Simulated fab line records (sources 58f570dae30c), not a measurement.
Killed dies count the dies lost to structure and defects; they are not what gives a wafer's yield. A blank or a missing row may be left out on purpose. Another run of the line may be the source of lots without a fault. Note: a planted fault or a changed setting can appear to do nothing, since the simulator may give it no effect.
fab line records || flow berkeley-cmos170
record: {"lots": 15, "wafers": 45, "last-day": 11}
route steps=331 shown M2@290 V2@303 M3@312
lots that met no fault: taken from a fault-free run of the same line
start-h: hours from the record's first day to the start of the lot's first wafer shown || wait-h: hours from the lot's prior step to this one || " the same as in the row above || L1.1+2: a single row standing in for several wafers || - either no value or no given start || * or withheld: withheld || < > ~ a bound
route shown NAME@n: names a module that has steps shown in the file, with the first one's number in the route || usual: mean/standard deviation taken from wafers without a fault || same: alike in all rows || chamber/n: place in a boat || sites: each site's reading || _std_site: how widely they spread, as a standard deviation || _edge_site: the outer-site mean with the inner-site mean subtracted || radius-mm: how far each site lies from the wafer's centre || mask NAME#n: copy n || behind: the tool/chamber that last shaped the wafer || hold: why the lot went on hold/how many hours it stayed there/how the hold came to an end || device: the n, p or np transistor that did not switch || end of line: the route-end tests of the same wafers || a step with no rows: only its recipe || killed: count of dies lost to structure and defects at first sort (not the wafer's yield) || map: dies across one wafer; x = killed, . = not, _ = none there
set.NAME: the setting that was run; set.NAME@STEP: the one run at that earlier step || model.NAME: the simulator's own value behind a step, which no gauge read
route steps across a sampled set of lots; one table per step, one row per wafer
services: when a tool's chamber went out of use (start-h, in hours from the record's first day, below 0 if earlier), for how many hours, and the reason
== steps ==
step: UCB170_M2_STRIP_19
recipe: {"chemistry": "O2", "power-w": 400, "pressure-mtorr": 3500, "platen-temp-c": "withheld", "o2-flow-sccm": 400, "overash-fraction": 0.5}
usual: {"drypump-motor-current-A": "5.8/0.48", "oes-product-au": "0.549/0.011"}
{"lot.wafer": "L806.3", "tool": "plasma-asher-02", "chamber": 0, "start-h": 158.13, "wait-h": 0.1, "drypump-motor-current-A": 6.2, "oes-product-au": 0.563, "rf-hours-counter-h": "-"}
{"lot.wafer": "L806.5", "tool": "plasma-asher-02", "chamber": 0, "start-h": 158.13, "wait-h": 0.1, "drypump-motor-current-A": 6.2, "oes-product-au": 0.549, "rf-hours-counter-h": "-"}
{"lot.wafer": "L806.6", "tool": "plasma-asher-02", "chamber": 1, "start-h": 158.13, "wait-h": 0.1, "drypump-motor-current-A": 5.9, "oes-product-au": 0.570, "rf-hours-counter-h": "-"}
{"lot.wafer": "L811.1", "tool": "plasma-asher-02", "chamber": 1, "start-h": 182.62, "wait-h": 0.1, "drypump-motor-current-A": 5.9, "oes-product-au": 0.546, "rf-hours-counter-h": 48}
{"lot.wafer": "L811.3", "tool": "plasma-asher-02", "chamber": 1, "start-h": 182.62, "wait-h": 0.1, "drypump-motor-current-A": 5.9, "oes-product-au": 0.547, "rf-hours-counter-h": "-"}
{"lot.wafer": "L811.4", "tool": "plasma-asher-02", "chamber": 0, "start-h": 182.62, "wait-h": 0.1, "drypump-motor-current-A": 6.2, "oes-product-au": 0.533, "rf-hours-counter-h": "-"}
{"lot.wafer": "L810.1", "tool": "plasma-asher-03", "chamber": 1, "start-h": 183.14, "wait-h": 0.3, "drypump-motor-current-A": 5.6, "oes-product-au": 0.545, "rf-hours-counter-h": 39}
{"lot.wafer": "L810.5", "tool": "plasma-asher-03", "chamber": 0, "start-h": 183.14, "wait-h": 0.3, "drypump-motor-current-A": 5.2, "oes-product-au": 0.556, "rf-hours-counter-h": "-"}
{"lot.wafer": "L810.6", "tool": "plasma-asher-03", "chamber": 1, "start-h": 183.14, "wait-h": 0.3, "drypump-motor-current-A": 5.6, "oes-product-au": 0.554, "rf-hours-counter-h": "-"}
{"lot.wafer": "L813.1", "tool": "plasma-asher-03", "chamber": 0, "start-h": 201.39, "wait-h": 0.1, "drypump-motor-current-A": 5.2, "oes-product-au": 0.560, "rf-hours-counter-h": 41}
{"lot.wafer": "L813.4", "tool": "plasma-asher-03", "chamber": 1, "start-h": 201.39, "wait-h": 0.1, "drypump-motor-current-A": 5.6, "oes-product-au": 0.559, "rf-hours-counter-h": "-"}
{"lot.wafer": "L813.5", "tool": "plasma-asher-03", "chamber": 0, "start-h": 201.39, "wait-h": 0.1, "drypump-motor-current-A": 5.2, "oes-product-au": 0.548, "rf-hours-counter-h": "-"}
{"lot.wafer": "L812.4", "tool": "plasma-asher-01", "chamber": 1, "start-h": 201.75, "wait-h": 0.1, "drypump-motor-current-A": 6.8, "oes-product-au": 0.551, "rf-hours-counter-h": "-"}
{"lot.wafer": "L812.5", "tool": "plasma-asher-01", "chamber": 1, "start-h": 201.75, "wait-h": 0.1, "drypump-motor-current-A": 6.8, "oes-product-au": 0.534, "rf-hours-counter-h": "-"}
{"lot.wafer": "L812.6", "tool": "plasma-asher-01", "chamber": 0, "start-h": 201.75, "wait-h": 0.1, "drypump-motor-current-A": 5.4, "oes-product-au": 0.555, "rf-hours-counter-h": "-"}
{"lot.wafer": "L814.2", "tool": "plasma-asher-02", "chamber": 0, "start-h": 222.28, "wait-h": 0.1, "drypump-motor-current-A": 6.3, "oes-product-au": 0.532, "rf-hours-counter-h": 53}
{"lot.wafer": "L814.5", "tool": "plasma-asher-02", "chamber": 1, "start-h": 222.28, "wait-h": 0.1, "drypump-motor-current-A": 5.9, "oes-product-au": 0.539, "rf-hours-counter-h": "-"}
{"lot.wafer": "L814.6", "tool": "plasma-asher-02", "chamber": 0, "start-h": 222.28, "wait-h": 0.1, "drypump-motor-current-A": 6.3, "oes-product-au": 0.537, "rf-hours-counter-h": "-"}
{"lot.wafer": "L816.2", "tool": "plasma-asher-01", "chamber": 0, "start-h": 222.55, "wait-h": 0.1, "drypump-motor-current-A": 5.4, "oes-product-au": 0.552, "rf-hours-counter-h": 54}
{"lot.wafer": "L816.4", "tool": "plasma-asher-01", "chamber": 1, "start-h": 222.55, "wait-h": 0.1, "drypump-motor-current-A": 6.8, "oes-product-au": 0.544, "rf-hours-counter-h": "-"}
{"lot.wafer": "L816.5", "tool": "plasma-asher-01", "chamber": 0, "start-h": 222.55, "wait-h": 0.1, "drypump-motor-current-A": 5.4, "oes-product-au": 0.550, "rf-hours-counter-h": "-"}
{"lot.wafer": "L817.3", "tool": "plasma-asher-02", "chamber": 0, "start-h": 223.16, "wait-h": 0.1, "drypump-motor-current-A": 6.2, "oes-product-au": 0.553, "rf-hours-counter-h": "-"}
{"lot.wafer": "L817.5", "tool": "plasma-asher-02", "chamber": 1, "start-h": 223.16, "wait-h": 0.1, "drypump-motor-current-A": 5.9, "oes-product-au": 0.529, "rf-hours-counter-h": "-"}
{"lot.wafer": "L817.6", "tool": "plasma-asher-02", "chamber": 0, "start-h": 223.16, "wait-h": 0.1, "drypump-motor-current-A": 6.2, "oes-product-au": 0.553, "rf-hours-counter-h": "-"}
{"lot.wafer": "L815.2", "tool": "plasma-asher-03", "chamber": 1, "start-h": 223.28, "wait-h": 0.1, "drypump-motor-current-A": 5.5, "oes-product-au": 0.556, "rf-hours-counter-h": 44}
{"lot.wafer": "L815.5", "tool": "plasma-asher-03", "chamber": 1, "start-h": 223.28, "wait-h": 0.1, "drypump-motor-current-A": 5.6, "oes-product-au": 0.545, "rf-hours-counter-h": "-"}
{"lot.wafer": "L815.6", "tool": "plasma-asher-03", "chamber": 0, "start-h": 223.28, "wait-h": 0.1, "drypump-motor-current-A": 5.2, "oes-product-au": 0.560, "rf-hours-counter-h": "-"}
{"lot.wafer": "L818.1", "tool": "plasma-asher-03", "chamber": 1, "start-h": 225.81, "wait-h": 0.1, "drypump-motor-current-A": 5.6, "oes-product-au": 0.564, "rf-hours-counter-h": 45}
{"lot.wafer": "L818.5", "tool": "plasma-asher-03", "chamber": 0, "start-h": 225.81, "wait-h": 0.1, "drypump-motor-current-A": 5.2, "oes-product-au": 0.561, "rf-hours-counter-h": "-"}
{"lot.wafer": "L818.6", "tool": "plasma-asher-03", "chamber": 1, "start-h": 225.81, "wait-h": 0.1, "drypump-motor-current-A": 5.6, "oes-product-au": 0.539, "rf-hours-counter-h": "-"}
{"lot.wafer": "L822.2", "tool": "plasma-asher-03", "chamber": 0, "start-h": 250.24, "wait-h": 0.1, "drypump-motor-current-A": 5.2, "oes-product-au": 0.551, "rf-hours-counter-h": 48}
{"lot.wafer": "L822.3", "tool": "plasma-asher-03", "chamber": 0, "start-h": 250.24, "wait-h": 0.1, "drypump-motor-current-A": 5.2, "oes-product-au": 0.538, "rf-hours-counter-h": "-"}
{"lot.wafer": "L822.6", "tool": "plasma-asher-03", "chamber": 0, "start-h": 250.24, "wait-h": 0.1, "drypump-motor-current-A": 5.2, "oes-product-au": 0.560, "rf-hours-counter-h": "-"}
{"lot.wafer": "L821.2", "tool": "plasma-asher-02", "chamber": 0, "start-h": 252.71, "wait-h": 0.1, "drypump-motor-current-A": 6.2, "oes-product-au": 0.551, "rf-hours-counter-h": 57}
{"lot.wafer": "L821.5", "tool": "plasma-asher-02", "chamber": 0, "start-h": 252.71, "wait-h": 0.1, "drypump-motor-current-A": 6.2, "oes-product-au": 0.552, "rf-hours-counter-h": "-"}
{"lot.wafer": "L821.6", "tool": "plasma-asher-02", "chamber": 1, "start-h": 252.71, "wait-h": 0.1, "drypump-motor-current-A": 6.0, "oes-product-au": 0.548, "rf-hours-counter-h": "-"}
{"lot.wafer": "L828.1", "tool": "plasma-asher-03", "chamber": 1, "start-h": 266.33, "wait-h": 0.1, "drypump-motor-current-A": 5.6, "oes-product-au": 0.552, "rf-hours-counter-h": 50}
{"lot.wafer": "L828.4", "tool": "plasma-asher-03", "chamber": 0, "start-h": 266.33, "wait-h": 0.1, "drypump-motor-current-A": 5.2, "oes-product-au": 0.563, "rf-hours-counter-h": "-"}
{"lot.wafer": "L828.5", "tool": "plasma-asher-03", "chamber": 1, "start-h": 266.33, "wait-h": 0.1, "drypump-motor-current-A": 5.6, "oes-product-au": 0.545, "rf-hours-counter-h": "-"}
{"lot.wafer": "L825.2", "tool": "plasma-asher-02", "chamber": 0, "start-h": 266.60, "wait-h": 0.1, "drypump-motor-current-A": 6.2, "oes-product-au": 0.535, "rf-hours-counter-h": 59}
{"lot.wafer": "L825.4", "tool": "plasma-asher-02", "chamber": 1, "start-h": 266.60, "wait-h": 0.1, "drypump-motor-current-A": 5.9, "oes-product-au": 0.542, "rf-hours-counter-h": "-"}
{"lot.wafer": "L825.5", "tool": "plasma-asher-02", "chamber": 0, "start-h": 266.60, "wait-h": 0.1, "drypump-motor-current-A": 6.2, "oes-product-au": 0.564, "rf-hours-counter-h": "-"}
{"lot.wafer": "L824.2", "tool": "plasma-asher-03", "chamber": 0, "start-h": 266.70, "wait-h": 0.1, "drypump-motor-current-A": 5.2, "oes-product-au": 0.544, "rf-hours-counter-h": 50}
{"lot.wafer": "L824.3", "tool": "plasma-asher-03", "chamber": 0, "start-h": 266.70, "wait-h": 0.1, "drypump-motor-current-A": 5.2, "oes-product-au": 0.566, "rf-hours-counter-h": "-"}
{"lot.wafer": "L824.4", "tool": "plasma-asher-03", "chamber": 1, "start-h": 266.70, "wait-h": 0.1, "drypump-motor-current-A": 5.6, "oes-product-au": 0.543, "rf-hours-counter-h": "-"}
step: UCB170_V2_DEVELOP_11
recipe: {"developer": "TMAH", "develop-time-s": 45, "resist": "KrF", "dev-temp-c": 21}
usual: {"chill-plate-temp-C": "22.98/0.1", "develop-time-s": "45/0"}
{"lot.wafer": "L806.3", "tool": "litho-track-02", "chamber": 0, "start-h": 160, "wait-h": "-", "chill-plate-temp-C": 23.01, "develop-time-s": 45}
{"lot.wafer": "L806.5", "tool": "litho-track-02", "chamber": 0, "start-h": 160, "wait-h": "-", "chill-plate-temp-C": 23.08, "develop-time-s": 45}
{"lot.wafer": "L806.6", "tool": "litho-track-02", "chamber": 0, "start-h": 160, "wait-h": "-", "chill-plate-temp-C": 22.96, "develop-time-s": 45}
{"lot.wafer": "L811.1", "tool": "litho-track-03", "chamber": 0, "start-h": 184, "wait-h": "-", "chill-plate-temp-C": 22.82, "develop-time-s": 45}
{"lot.wafer": "L811.3", "tool": "litho-track-03", "chamber": 0, "start-h": 184, "wait-h": "-", "chill-plate-temp-C": 22.98, "develop-time-s": 45}
{"lot.wafer": "L811.4", "tool": "litho-track-03", "chamber": 0, "start-h": 184, "wait-h": "-", "chill-plate-temp-C": 22.86, "develop-time-s": 45}
{"lot.wafer": "L810.1", "tool": "litho-track-03", "chamber": 0, "start-h": 185, "wait-h": "-", "chill-plate-temp-C": 23.01, "develop-time-s": 45}
{"lot.wafer": "L810.5", "tool": "litho-track-03", "chamber": 0, "start-h": 185, "wait-h": "-", "chill-plate-temp-C": 23.04, "develop-time-s": 45}
{"lot.wafer": "L810.6", "tool": "litho-track-03", "chamber": 0, "start-h": 185, "wait-h": "-", "chill-plate-temp-C": 23.03, "develop-time-s": 45}
{"lot.wafer": "L813.1", "tool": "litho-track-02", "chamber": 0, "start-h": 203, "wait-h": "-", "chill-plate-temp-C": 23.07, "develop-time-s": 45}
{"lot.wafer": "L813.4", "tool": "litho-track-02", "chamber": 0, "start-h": 203, "wait-h": "-", "chill-plate-temp-C": 23.05, "develop-time-s": 45}
{"lot.wafer": "L813.5", "tool": "litho-track-02", "chamber": 0, "start-h": 203, "wait-h": "-", "chill-plate-temp-C": 23.00, "develop-time-s": 45}
{"lot.wafer": "L812.4", "tool": "litho-track-03", "chamber": "-", "start-h": 204, "wait-h": "-", "chill-plate-temp-C": "-", "develop-time-s": "-"}
{"lot.wafer": "L812.5", "tool": "litho-track-03", "chamber": "-", "start-h": 204, "wait-h": "-", "chill-plate-temp-C": "-", "develop-time-s": "-"}
{"lot.wafer": "L812.6", "tool": "litho-track-03", "chamber": "-", "start-h": 204, "wait-h": "-", "chill-plate-temp-C": "-", "develop-time-s": "-"}
{"lot.wafer": "L814.2", "tool": "litho-track-02", "chamber": "-", "start-h": 225, "wait-h": "-", "chill-plate-temp-C": "-", "develop-time-s": "-"}
{"lot.wafer": "L814.5", "tool": "litho-track-02", "chamber": "-", "start-h": 225, "wait-h": "-", "chill-plate-temp-C": "-", "develop-time-s": "-"}
{"lot.wafer": "L814.6", "tool": "litho-track-02", "chamber": "-", "start-h": 225, "wait-h": "-", "chill-plate-temp-C": "-", "develop-time-s": "-"}
{"lot.wafer": "L816.2", "tool": "litho-track-03", "chamber": "-", "start-h": 225, "wait-h": "-", "chill-plate-temp-C": "-", "develop-time-s": "-"}
{"lot.wafer": "L816.4", "tool": "litho-track-03", "chamber": "-", "start-h": 225, "wait-h": "-", "chill-plate-temp-C": "-", "develop-time-s": "-"}
{"lot.wafer": "L816.5", "tool": "litho-track-03", "chamber": "-", "start-h": 225, "wait-h": "-", "chill-plate-temp-C": "-", "develop-time-s": "-"}
{"lot.wafer": "L817.3", "tool": "litho-track-02", "chamber": 0, "start-h": 225, "wait-h": "-", "chill-plate-temp-C": 23.08, "develop-time-s": 45}
{"lot.wafer": "L817.5", "tool": "litho-track-02", "chamber": 0, "start-h": 225, "wait-h": "-", "chill-plate-temp-C": 22.97, "develop-time-s": 45}
{"lot.wafer": "L817.6", "tool": "litho-track-02", "chamber": 0, "start-h": 226, "wait-h": "-", "chill-plate-temp-C": 23.11, "develop-time-s": 45}
{"lot.wafer": "L815.2", "tool": "litho-track-02", "chamber": 0, "start-h": 226, "wait-h": "-", "chill-plate-temp-C": 23.13, "develop-time-s": 45}
{"lot.wafer": "L815.5", "tool": "litho-track-02", "chamber": 0, "start-h": 226, "wait-h": "-", "chill-plate-temp-C": 23.05, "develop-time-s": 45}
{"lot.wafer": "L815.6", "tool": "litho-track-02", "chamber": 0, "start-h": 226, "wait-h": "-", "chill-plate-temp-C": 23.10, "develop-time-s": 45}
{"lot.wafer": "L818.1", "tool": "litho-track-01", "chamber": 0, "start-h": 230, "wait-h": "-", "chill-plate-temp-C": 22.87, "develop-time-s": 45}
{"lot.wafer": "L818.5", "tool": "litho-track-01", "chamber": 0, "start-h": 230, "wait-h": "-", "chill-plate-temp-C": 22.86, "develop-time-s": 45}
{"lot.wafer": "L818.6", "tool": "litho-track-01", "chamber": 0, "start-h": 230, "wait-h": "-", "chill-plate-temp-C": 22.88, "develop-time-s": 45}
{"lot.wafer": "L822.2", "tool": "litho-track-02", "chamber": 0, "start-h": 252, "wait-h": "-", "chill-plate-temp-C": 22.90, "develop-time-s": 45}
{"lot.wafer": "L822.3", "tool": "litho-track-02", "chamber": 0, "start-h": 252, "wait-h": "-", "chill-plate-temp-C": 22.93, "develop-time-s": 45}
{"lot.wafer": "L822.6", "tool": "litho-track-02", "chamber": 0, "start-h": 252, "wait-h": "-", "chill-plate-temp-C": 22.86, "develop-time-s": 45}
{"lot.wafer": "L821.2", "tool": "litho-track-01", "chamber": 0, "start-h": 255, "wait-h": "-", "chill-plate-temp-C": 22.86, "develop-time-s": 45}
{"lot.wafer": "L821.5", "tool": "litho-track-01", "chamber": 0, "start-h": 255, "wait-h": "-", "chill-plate-temp-C": 22.80, "develop-time-s": 45}
{"lot.wafer": "L821.6", "tool": "litho-track-01", "chamber": 0, "start-h": 255, "wait-h": "-", "chill-plate-temp-C": 22.88, "develop-time-s": 45}
{"lot.wafer": "L828.1", "tool": "litho-track-02", "chamber": 0, "start-h": 268, "wait-h": "-", "chill-plate-temp-C": 23.12, "develop-time-s": 45}
{"lot.wafer": "L828.4", "tool": "litho-track-02", "chamber": 0, "start-h": 268, "wait-h": "-", "chill-plate-temp-C": 23.03, "develop-time-s": 45}
{"lot.wafer": "L828.5", "tool": "litho-track-02", "chamber": 0, "start-h": 268, "wait-h": "-", "chill-plate-temp-C": 23.14, "develop-time-s": 45}
{"lot.wafer": "L825.2", "tool": "litho-track-02", "chamber": 0, "start-h": 269, "wait-h": "-", "chill-plate-temp-C": 23.01, "develop-time-s": 45}
{"lot.wafer": "L825.4", "tool": "litho-track-02", "chamber": 0, "start-h": 269, "wait-h": "-", "chill-plate-temp-C": 23.00, "develop-time-s": 45}
{"lot.wafer": "L825.5", "tool": "litho-track-02", "chamber": 0, "start-h": 269, "wait-h": "-", "chill-plate-temp-C": 22.97, "develop-time-s": 45}
{"lot.wafer": "L824.2", "tool": "litho-track-01", "chamber": 0, "start-h": 269, "wait-h": "-", "chill-plate-temp-C": 22.93, "develop-time-s": 45}
{"lot.wafer": "L824.3", "tool": "litho-track-01", "chamber": 0, "start-h": 269, "wait-h": "-", "chill-plate-temp-C": 22.85, "develop-time-s": 45}
{"lot.wafer": "L824.4", "tool": "litho-track-01", "chamber": 0, "start-h": 269, "wait-h": "-", "chill-plate-temp-C": 22.77, "develop-time-s": 45}
step: UCB170_M3_THK_MEAS_03
recipe: {"thk-meas-gauge": "xrf", "reads": "Al_of_M3_SPUTTER_01"}
usual: {"M3_AL_THK": "907/11"}
{"lot.wafer": "L806.3", "tool": "film-metro-03", "chamber": "-", "start-h": 161.25, "wait-h": 0.1, "M3_AL_THK[nm]": 903}
{"lot.wafer": "L806.5", "tool": "film-metro-03", "chamber": "-", "start-h": 161.25, "wait-h": 0.1, "M3_AL_THK[nm]": 912}
{"lot.wafer": "L806.6", "tool": "film-metro-03", "chamber": "-", "start-h": 161.25, "wait-h": 0.1, "M3_AL_THK[nm]": 907}
{"lot.wafer": "L811.1", "tool": "film-metro-03", "chamber": "-", "start-h": 185.68, "wait-h": 0.1, "M3_AL_THK[nm]": 900}
{"lot.wafer": "L811.3", "tool": "film-metro-03", "chamber": "-", "start-h": 185.68, "wait-h": 0.1, "M3_AL_THK[nm]": 898}
{"lot.wafer": "L811.4", "tool": "film-metro-03", "chamber": "-", "start-h": 185.68, "wait-h": 0.1, "M3_AL_THK[nm]": 899}
{"lot.wafer": "L810.1", "tool": "film-metro-03", "chamber": "-", "start-h": 186.26, "wait-h": 0.1, "M3_AL_THK[nm]": 910}
{"lot.wafer": "L810.5", "tool": "film-metro-03", "chamber": "-", "start-h": 186.26, "wait-h": 0.1, "M3_AL_THK[nm]": 917}
{"lot.wafer": "L810.6", "tool": "film-metro-03", "chamber": "-", "start-h": 186.26, "wait-h": 0.1, "M3_AL_THK[nm]": 913}
{"lot.wafer": "L813.1", "tool": "film-metro-03", "chamber": "-", "start-h": 204.42, "wait-h": 0.1, "M3_AL_THK[nm]": 902}
{"lot.wafer": "L813.4", "tool": "film-metro-03", "chamber": "-", "start-h": 204.42, "wait-h": 0.1, "M3_AL_THK[nm]": 899}
{"lot.wafer": "L813.5", "tool": "film-metro-03", "chamber": "-", "start-h": 204.42, "wait-h": 0.1, "M3_AL_THK[nm]": 890}
{"lot.wafer": "L817.3", "tool": "film-metro-02", "chamber": "-", "start-h": 226.98, "wait-h": 0.1, "M3_AL_THK[nm]": 898}
{"lot.wafer": "L817.5", "tool": "film-metro-02", "chamber": "-", "start-h": 226.98, "wait-h": 0.1, "M3_AL_THK[nm]": 899}
{"lot.wafer": "L817.6", "tool": "film-metro-02", "chamber": "-", "start-h": 226.98, "wait-h": 0.1, "M3_AL_THK[nm]": 899}
{"lot.wafer": "L815.2", "tool": "film-metro-03", "chamber": "-", "start-h": 227.42, "wait-h": 0.1, "M3_AL_THK[nm]": 920}
{"lot.wafer": "L815.5", "tool": "film-metro-03", "chamber": "-", "start-h": 227.42, "wait-h": 0.1, "M3_AL_THK[nm]": 914}
{"lot.wafer": "L815.6", "tool": "film-metro-03", "chamber": "-", "start-h": 227.42, "wait-h": 0.1, "M3_AL_THK[nm]": 921}
{"lot.wafer": "L818.1", "tool": "film-metro-01", "chamber": "-", "start-h": 231.70, "wait-h": 0.1, "M3_AL_THK[nm]": 919}
{"lot.wafer": "L818.5", "tool": "film-metro-01", "chamber": "-", "start-h": 231.70, "wait-h": 0.1, "M3_AL_THK[nm]": 921}
{"lot.wafer": "L818.6", "tool": "film-metro-01", "chamber": "-", "start-h": 231.70, "wait-h": 0.1, "M3_AL_THK[nm]": 920}
{"lot.wafer": "L822.2", "tool": "film-metro-03", "chamber": "-", "start-h": 253.00, "wait-h": 0.1, "M3_AL_THK[nm]": 929}
{"lot.wafer": "L822.3", "tool": "film-metro-03", "chamber": "-", "start-h": 253.00, "wait-h": 0.1, "M3_AL_THK[nm]": 927}
{"lot.wafer": "L822.6", "tool": "film-metro-03", "chamber": "-", "start-h": 253.00, "wait-h": 0.1, "M3_AL_THK[nm]": 926}
{"lot.wafer": "L821.2", "tool": "film-metro-03", "chamber": "-", "start-h": 256.72, "wait-h": 0.1, "M3_AL_THK[nm]": 913}
{"lot.wafer": "L821.5", "tool": "film-metro-03", "chamber": "-", "start-h": 256.72, "wait-h": 0.1, "M3_AL_THK[nm]": 903}
{"lot.wafer": "L821.6", "tool": "film-metro-03", "chamber": "-", "start-h": 256.72, "wait-h": 0.1, "M3_AL_THK[nm]": 910}
{"lot.wafer": "L828.1", "tool": "film-metro-03", "chamber": "-", "start-h": 269.66, "wait-h": 0.1, "M3_AL_THK[nm]": 905}
{"lot.wafer": "L828.4", "tool": "film-metro-03", "chamber": "-", "start-h": 269.66, "wait-h": 0.1, "M3_AL_THK[nm]": 906}
{"lot.wafer": "L828.5", "tool": "film-metro-03", "chamber": "-", "start-h": 269.66, "wait-h": 0.1, "M3_AL_THK[nm]": 915}
{"lot.wafer": "L825.2", "tool": "film-metro-03", "chamber": "-", "start-h": 270.31, "wait-h": 0.1, "M3_AL_THK[nm]": 908}
{"lot.wafer": "L825.4", "tool": "film-metro-03", "chamber": "-", "start-h": 270.31, "wait-h": 0.1, "M3_AL_THK[nm]": 913}
{"lot.wafer": "L825.5", "tool": "film-metro-03", "chamber": "-", "start-h": 270.31, "wait-h": 0.1, "M3_AL_THK[nm]": 905}
{"lot.wafer": "L824.2", "tool": "film-metro-01", "chamber": "-", "start-h": 270.33, "wait-h": 0.1, "M3_AL_THK[nm]": 909}
{"lot.wafer": "L824.3", "tool": "film-metro-01", "chamber": "-", "start-h": 270.33, "wait-h": 0.1, "M3_AL_THK[nm]": 907}
{"lot.wafer": "L824.4", "tool": "film-metro-01", "chamber": "-", "start-h": 270.33, "wait-h": 0.1, "M3_AL_THK[nm]": 900}
step: UCB170_M3_OVL_MEAS_16
usual: {"M3_OVL": "1/5.2"}
{"lot.wafer": "L806.3", "tool": "overlay-01", "chamber": "-", "start-h": 163.12, "wait-h": 0.1, "M3_OVL[nm]": 3}
{"lot.wafer": "L806.5", "tool": "overlay-01", "chamber": "-", "start-h": 163.12, "wait-h": 0.1, "M3_OVL[nm]": 6}
{"lot.wafer": "L806.6", "tool": "overlay-01", "chamber": "-", "start-h": 163.12, "wait-h": 0.1, "M3_OVL[nm]": 7}
{"lot.wafer": "L811.1", "tool": "overlay-01", "chamber": "-", "start-h": 188.26, "wait-h": 0.1, "M3_OVL[nm]": 6}
{"lot.wafer": "L811.3", "tool": "overlay-01", "chamber": "-", "start-h": 188.26, "wait-h": 0.1, "M3_OVL[nm]": 5}
{"lot.wafer": "L811.4", "tool": "overlay-01", "chamber": "-", "start-h": 188.26, "wait-h": 0.1, "M3_OVL[nm]": 3}
{"lot.wafer": "L810.1", "tool": "overlay-01", "chamber": "-", "start-h": 189.65, "wait-h": 0.1, "M3_OVL[nm]": 7}
{"lot.wafer": "L810.5", "tool": "overlay-01", "chamber": "-", "start-h": 189.65, "wait-h": 0.1, "M3_OVL[nm]": 1}
{"lot.wafer": "L810.6", "tool": "overlay-01", "chamber": "-", "start-h": 189.65, "wait-h": 0.1, "M3_OVL[nm]": 8}
{"lot.wafer": "L813.1", "tool": "overlay-01", "chamber": "-", "start-h": 206.62, "wait-h": 0.1, "M3_OVL[nm]": 1}
{"lot.wafer": "L813.4", "tool": "overlay-01", "chamber": "-", "start-h": 206.62, "wait-h": 0.1, "M3_OVL[nm]": 1}
{"lot.wafer": "L813.5", "tool": "overlay-01", "chamber": "-", "start-h": 206.62, "wait-h": 0.1, "M3_OVL[nm]": 7}
{"lot.wafer": "L817.3", "tool": "overlay-01", "chamber": "-", "start-h": 229.69, "wait-h": 0.1, "M3_OVL[nm]": -4}
{"lot.wafer": "L817.5", "tool": "overlay-01", "chamber": "-", "start-h": 229.69, "wait-h": 0.1, "M3_OVL[nm]": -10}
{"lot.wafer": "L817.6", "tool": "overlay-01", "chamber": "-", "start-h": 229.69, "wait-h": 0.1, "M3_OVL[nm]": -1}
{"lot.wafer": "L815.2", "tool": "overlay-02", "chamber": "-", "start-h": 229.96, "wait-h": 0.1, "M3_OVL[nm]": 7}
{"lot.wafer": "L815.5", "tool": "overlay-02", "chamber": "-", "start-h": 229.96, "wait-h": 0.1, "M3_OVL[nm]": 6}
{"lot.wafer": "L815.6", "tool": "overlay-02", "chamber": "-", "start-h": 229.96, "wait-h": 0.1, "M3_OVL[nm]": 6}
{"lot.wafer": "L818.1", "tool": "overlay-02", "chamber": "-", "start-h": 235.72, "wait-h": 0.1, "M3_OVL[nm]": 2}
{"lot.wafer": "L818.5", "tool": "overlay-02", "chamber": "-", "start-h": 235.72, "wait-h": 0.1, "M3_OVL[nm]": 8}
{"lot.wafer": "L818.6", "tool": "overlay-02", "chamber": "-", "start-h": 235.72, "wait-h": 0.1, "M3_OVL[nm]": 0}
{"lot.wafer": "L822.2", "tool": "overlay-01", "chamber": "-", "start-h": 256.69, "wait-h": 0.1, "M3_OVL[nm]": -6}
{"lot.wafer": "L822.3", "tool": "overlay-01", "chamber": "-", "start-h": 256.69, "wait-h": 0.1, "M3_OVL[nm]": 1}
{"lot.wafer": "L822.6", "tool": "overlay-01", "chamber": "-", "start-h": 256.69, "wait-h": 0.1, "M3_OVL[nm]": 0}
{"lot.wafer": "L821.2", "tool": "overlay-01", "chamber": "-", "start-h": 262.75, "wait-h": 0.1, "M3_OVL[nm]": 3}
{"lot.wafer": "L821.5", "tool": "overlay-01", "chamber": "-", "start-h": 262.75, "wait-h": 0.1, "M3_OVL[nm]": 4}
{"lot.wafer": "L821.6", "tool": "overlay-01", "chamber": "-", "start-h": 262.75, "wait-h": 0.1, "M3_OVL[nm]": -3}
{"lot.wafer": "L828.1", "tool": "overlay-01", "chamber": "-", "start-h": 272.55, "wait-h": 0.1, "M3_OVL[nm]": -8}
{"lot.wafer": "L828.4", "tool": "overlay-01", "chamber": "-", "start-h": 272.55, "wait-h": 0.1, "M3_OVL[nm]": -4}
{"lot.wafer": "L828.5", "tool": "overlay-01", "chamber": "-", "start-h": 272.55, "wait-h": 0.1, "M3_OVL[nm]": -1}
{"lot.wafer": "L825.2", "tool": "overlay-01", "chamber": "-", "start-h": 273.19, "wait-h": 0.1, "M3_OVL[nm]": 3}
{"lot.wafer": "L825.4", "tool": "overlay-01", "chamber": "-", "start-h": 273.19, "wait-h": 0.1, "M3_OVL[nm]": 8}
{"lot.wafer": "L825.5", "tool": "overlay-01", "chamber": "-", "start-h": 273.19, "wait-h": 0.1, "M3_OVL[nm]": 5}
{"lot.wafer": "L824.2", "tool": "overlay-01", "chamber": "-", "start-h": 273.37, "wait-h": 0.1, "M3_OVL[nm]": -8}
{"lot.wafer": "L824.3", "tool": "overlay-01", "chamber": "-", "start-h": 273.37, "wait-h": 0.1, "M3_OVL[nm]": -10}
{"lot.wafer": "L824.4", "tool": "overlay-01", "chamber": "-", "start-h": 273.37, "wait-h": 0.1, "M3_OVL[nm]": -5}
== services ==
{"tool": "plasma-asher-01", "chamber": "-", "start-h": 262.89, "hours": 0.9, "kind": "repair"}
== key ==
first-sign: {"step": "UCB170_V2_DEVELOP_11", "reading": "tool-record", "direction": "missing"}
effect none on later readings
met-at UCB170_V2_DEVELOP_11
struck-lots L812,L814,L816
later-rows-left-out L812.4,L812.5,L812.6,L814.2,L814.5,L814.6,L816.2,L816.4,L816.5
sort-left-out L812.4,L812.5,L812.6,L814.2,L814.5,L814.6,L816.2,L816.4,L816.5
not-acting-at UCB170_M2_STRIP_19,UCB170_M3_THK_MEAS_03,UCB170_M3_OVL_MEAS_16
onset-between 203 204
fault: {"kind": "skipped-step-whole", "tool": "litho-track-02,litho-track-03", "chamber": "-", "onset-h": 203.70, "steps": "UCB170_V2_DEVELOP_11", "scope": "struck-lots-only"}
sort-left-out: the simulated sort isn't trusted on such a fault, so these wafers' sort isn't shown, and their yield isn't known
later-rows-left-out: the simulator's readings of these wafers behind a module that went badly wrong aren't trusted and aren't shown, but for the sort
